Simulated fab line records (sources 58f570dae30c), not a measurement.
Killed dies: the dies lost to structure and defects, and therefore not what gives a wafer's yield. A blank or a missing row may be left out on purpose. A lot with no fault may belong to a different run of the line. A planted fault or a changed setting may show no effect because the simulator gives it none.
Which of the tools did it? | flow berkeley cmos170 | 14 lots with 42 wafers sampled at 4 steps, on a route of 331 steps

WHAT EACH GAUGE READ, for each wafer
UCB170_PLDD_TW_MEAS_11. Usual: for PLDD_TW the level is 1006 and the standard deviation is 7.2.
lot  | measured     | on            | PLDD_TW        | flag
L565 | day 6 02:46  | film metro-03 | 1013 1017 1025 |
L566 | day 6 03:03  | film metro-01 | 1004 1008 1005 |
L568 | day 6 23:35  | film metro-02 | 995 993 990    |
L569 | day 7 07:34  | film metro-03 | 1011 1012 1004 |
L571 | day 7 17:58  | film metro-02 | 995 999 993    |
L572 | day 8 06:47  | film metro-01 | 1006 1012 1012 |
L573 | day 8 01:50  | film metro-01 | 1012 1008 1007 |
L574 | day 8 07:30  | film metro-03 | 1008 1015 1006 |
L575 | day 8 15:42  | film metro-03 | 1008 1010 1012 |
L576 | day 8 15:25  | film metro-01 | 1011 1005 1012 |
L577 | day 8 22:54  | film metro-01 | 1008 1012 1006 |
L579 | day 9 14:32  | film metro-01 | 1011 1010 1004 |
L582 | day 9 22:33  | film metro-03 | 1010 1014 1008 |
L587 | day 10 14:33 | film metro-02 | 995 993 995    |

EACH LOT AND THE TOOL THAT RAN IT (in order: tool; ch and the chambers of the sampled wafers; start)
lot  | UCB170_NWELL_COAT_07             | UCB170_NWELL_STRIP_15               | UCB170_GATE_ETCH_15
L565 | litho track-03 ch 0, day 2 03:17 | plasma asher-04 ch 0,1, day 2 04:36 | rie si-01 ch 0,3, day 6 00:17
L566 | litho track-02 ch 0, day 2 03:17 | plasma asher-04 ch 0,1, day 2 04:53 | rie si-02 ch 0,1, day 6 00:35
L568 | litho track-03 ch 0, day 2 19:41 | plasma asher-02 ch 0, day 2 20:58   | rie si-02 ch 0,1,2, day 6 21:37
L569 | litho track-03 ch 0, day 3 06:00 | plasma asher-04 ch 0,1, day 3 07:07 | rie si-01 ch 1,2,3, day 7 05:23
L571 | litho track-03 ch 0, day 3 14:14 | plasma asher-02 ch 0,1, day 3 15:44 | rie si-01 ch 0,1,2, day 7 15:58
L572 | litho track-03 ch 0, day 3 22:10 | plasma asher-04 ch 0,1, day 4 00:14 | rie si-01 ch 0,1,2, day 8 04:38
L573 | litho track-03 ch 0, day 4 05:44 | plasma asher-04 ch 0,1, day 4 07:07 | rie si-02 ch 0,2,3, day 7 23:52
L574 | litho track-02 ch 0, day 4 06:02 | plasma asher-02 ch 0,1, day 4 07:26 | rie si-02 ch 1,2,3, day 8 04:54
L575 | litho track-01 ch 0, day 4 11:57 | plasma asher-01 ch 0,1, day 4 13:07 | rie si-02 ch 0,1,2, day 8 13:36
L576 | litho track-02 ch 0, day 4 11:58 | plasma asher-04 ch 0,1, day 4 13:29 | rie si-01 ch 1,2,3, day 8 13:22
L577 | litho track-01 ch 0, day 4 19:49 | plasma asher-02 ch 0,1, day 4 21:04 | rie si-02 ch 0,2, day 8 19:29
L579 | litho track-03 ch 0, day 5 03:34 | plasma asher-04 ch 0,1, day 5 05:01 | rie si-02 ch 0,1,2, day 9 11:40
L582 | litho track-03 ch 0, day 6 02:20 | plasma asher-04 ch 0,1, day 6 03:41 | rie si-02 ch 0,2,3, day 9 19:28
L587 | litho track-03 ch 0, day 6 19:16 | plasma asher-04 ch 0,1, day 6 20:13 | rie si-01 ch 0,3, day 10 11:59
- UCB170_NWELL_COAT_07: resist thk 900 nm.
- UCB170_NWELL_STRIP_15: strips in O2.
- UCB170_GATE_ETCH_15: etches poly-Si in HBr/Cl2, stops on SiO2, time 56.3 s, target depth 278.2 nm.

AS READ BY THE TOOLS THEMSELVES (means over the sampled wafers that have a number; for cases with no such wafer, the mark the record gives instead)
UCB170_NWELL_COAT_07. Usual: dispense pressure kPa 49.60 kPa, standard deviation 0.28; spin speed rpm 1500.1 rpm, standard deviation 1.1.
lot  | tool           | dispense pressure kPa (kPa) | spin speed rpm (rpm) | flag
L565 | litho track-03 | 49.91                       | 1500.4               |
L566 | litho track-02 | 49.40                       | 1500.0               |
L568 | litho track-03 | 49.91                       | 1499.5               |
L569 | litho track-03 | 49.95                       | 1500.5               |
L571 | litho track-03 | 49.93                       | 1500.2               |
L572 | litho track-03 | 49.96                       | 1500.0               |
L573 | litho track-03 | 49.94                       | 1500.1               |
L574 | litho track-02 | 49.36                       | 1500.5               |
L575 | litho track-01 | 49.35                       | 1499.9               |
L576 | litho track-02 | 49.33                       | 1499.5               |
L577 | litho track-01 | 49.35                       | 1500.6               |
L579 | litho track-03 | 49.92                       | 1500.7               |
L582 | litho track-03 | 49.90                       | 1398.0               | OFF
L587 | litho track-03 | 49.93                       | 1398.4               | OFF

UCB170_NWELL_STRIP_15. Usual: drypump motor current A 6.0 A, standard deviation 0.66; o2 flow sccm 400.1 sccm, standard deviation 1.7; oes product au 0.720 a.u., standard deviation 0.0048; strip time to endpoint s 18.01 s, standard deviation 0.076.
lot  | tool            | drypump motor current A (A) | o2 flow sccm (sccm) | oes product au (a.u.) | strip time to endpoint s (s) | flag
L565 | plasma asher-04 | 6.5                         | 398.9               | 0.716                 | 17.97                        |
L566 | plasma asher-04 | 6.5                         | 400.5               | 0.719                 | 17.98                        |
L568 | plasma asher-02 | 5.6                         | 400.5               | 0.721                 | 17.99                        |
L569 | plasma asher-04 | 6.6                         | 399.7               | 0.715                 | 18.05                        |
L571 | plasma asher-02 | 6.1                         | 400.4               | 0.723                 | 18.06                        |
L572 | plasma asher-04 | 6.5                         | 401.2               | 0.717                 | 18.01                        |
L573 | plasma asher-04 | 6.5                         | 400.9               | 0.716                 | 18.12                        |
L574 | plasma asher-02 | 5.9                         | 399.1               | 0.718                 | 18.01                        |
L575 | plasma asher-01 | 5.1                         | 399.8               | 0.721                 | 18.05                        |
L576 | plasma asher-04 | 6.5                         | 400.3               | 0.721                 | 18.01                        |
L577 | plasma asher-02 | 5.9                         | 400.6               | 0.722                 | 18.13                        |
L579 | plasma asher-04 | 6.5                         | 400.4               | 0.718                 | 17.99                        |
L582 | plasma asher-04 | 6.6                         | 399.3               | 0.728                 | 18.86                        | OFF
L587 | plasma asher-04 | 6.5                         | 399.4               | 0.720                 | 18.80                        | OFF

UCB170_GATE_ETCH_15. Usual: drypump motor current A 5.3 A, standard deviation 0.48; he backside leak sccm 2.7 sccm, standard deviation 0.42; oes product au 0.836 a.u., standard deviation 0.012; throttle valve pct 26.53 %, standard deviation 0.25.
lot  | tool      | drypump motor current A (A) | he backside leak sccm (sccm) | oes product au (a.u.) | throttle valve pct (%) | flag
L565 | rie si-01 | 5.8                         | 2.6                          | 0.838                 | 26.19                  |
L566 | rie si-02 | 4.8                         | 2.8                          | 0.833                 | 26.43                  |
L568 | rie si-02 | 5.0                         | 2.8                          | 0.842                 | 26.58                  |
L569 | rie si-01 | 5.8                         | 2.5                          | 0.842                 | 26.44                  |
L571 | rie si-01 | 5.3                         | 2.6                          | 0.836                 | 26.68                  |
L572 | rie si-01 | 5.3                         | 2.7                          | 0.824                 | 26.68                  |
L573 | rie si-02 | 5.2                         | 2.9                          | 0.839                 | 26.57                  |
L574 | rie si-02 | 5.1                         | 2.8                          | 0.857                 | 26.52                  |
L575 | rie si-02 | 4.9                         | 2.9                          | 0.841                 | 26.52                  |
L576 | rie si-01 | 5.8                         | 2.4                          | 0.838                 | 26.43                  |
L577 | rie si-02 | 5.1                         | 3.0                          | 0.838                 | 26.60                  |
L579 | rie si-02 | 4.9                         | 2.7                          | 0.844                 | 26.53                  |
L582 | rie si-02 | 5.3                         | 2.9                          | 0.839                 | 26.59                  |
L587 | rie si-01 | 5.3                         | 2.6                          | 0.822                 | 26.47                  |

THE ANSWER, worked out from the rows above alone
Rule: take the mean of a lot's wafers that have a number; if it is more than 3 standard deviations from the usual mean, the lot is off. A lot without any number at a reading at which 4 lots or more have one is off too. Where the step has rows for the other lots, those lots are counted as sound. Order of review: gauges by route order, followed by the tools' own readings, for which a lot's mean as printed above is used. At the first step where some lot is off, the reading lying furthest off is the one used; lots without a number count as furthest.
Off, at UCB170_NWELL_COAT_07 on spin speed rpm: L582, L587.
If a tool, at that step or one of the process steps before it, ran each lot that is off and ran no sound lot following the first of them, it fits. One fits: UCB170_NWELL_COAT_07 on litho track-03. A fault onset in the window from L579 (day 5 03:34, its last sound lot) to L582 (day 6 02:20, its first lot off) fits.
On the lots that are off, the tool's own readings at UCB170_NWELL_COAT_07 differ by more than 5 times the standard deviation of the sound lots' means, which bears it out; spin speed rpm reads 1398.2 rpm there versus 1500.2 rpm on the sound lots.

WHAT THE SIMULATOR HAD INSERTED
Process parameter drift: litho track-03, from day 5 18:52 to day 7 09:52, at UCB170_NWELL_COAT_07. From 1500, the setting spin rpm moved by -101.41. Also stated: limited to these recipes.
Struck lots among those shown: L582, L587. This agrees with what the rule above found.
